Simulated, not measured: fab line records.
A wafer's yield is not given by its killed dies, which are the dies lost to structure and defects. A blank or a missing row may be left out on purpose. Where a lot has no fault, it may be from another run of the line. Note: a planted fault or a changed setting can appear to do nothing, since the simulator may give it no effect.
Matching of chambers ; flow berkeley-cmos170 ; UCB170_V2_ETCH_14 on rie-diel-03: 4 sister chambers
The step etches SiO2 in CHF3/CF4/Ar, stops on Al, target depth 1250 nm, time 291 s. 4 wafers are shown with their chamber, then 8 later ones without.

## WAFERS WITH THEIR CHAMBER
wafer;chamber;throttle-valve-pct (%)
L238.1;2;6.99
L245.2;1;7.14
L245.4;0;6.86
L256.1;3;6.80

## WAFERS WITH NO CHAMBER GIVEN
wafer;throttle-valve-pct (%)
L256.2;7.15
L256.3;6.97
L259.2;6.86
L259.4;6.99
L259.6;6.86
L258.2;6.86
L258.3;7.14
L258.4;7.00

## CHAMBER TAKEN BY EACH
wafer;from the rows above;in truth
L256.2;1;1
L256.3;2;2
L259.2;0;0
L259.4;2;2
L259.6;0;0
L258.2;0;0
L258.3;1;1
L258.4;2;2
Placed correctly: 8 of 8. Not placeable from these rows: 0. Placed wrongly: 0.
How it was worked out, from the rows above alone: a wafer's distance from a chamber is the root of the sum, over the readings, of the square of ((its reading less the chamber's mean) divided by the reading's scatter). If the next closest chamber is less than 2 further off than the closest, the wafer can't be placed; otherwise it belongs to the closest. The mean given for a chamber averages the wafers shown for that chamber. The scatter (one wafer shown for each chamber): square how far every hidden wafer sits from the nearest shown wafer, average those squares and take the square root.
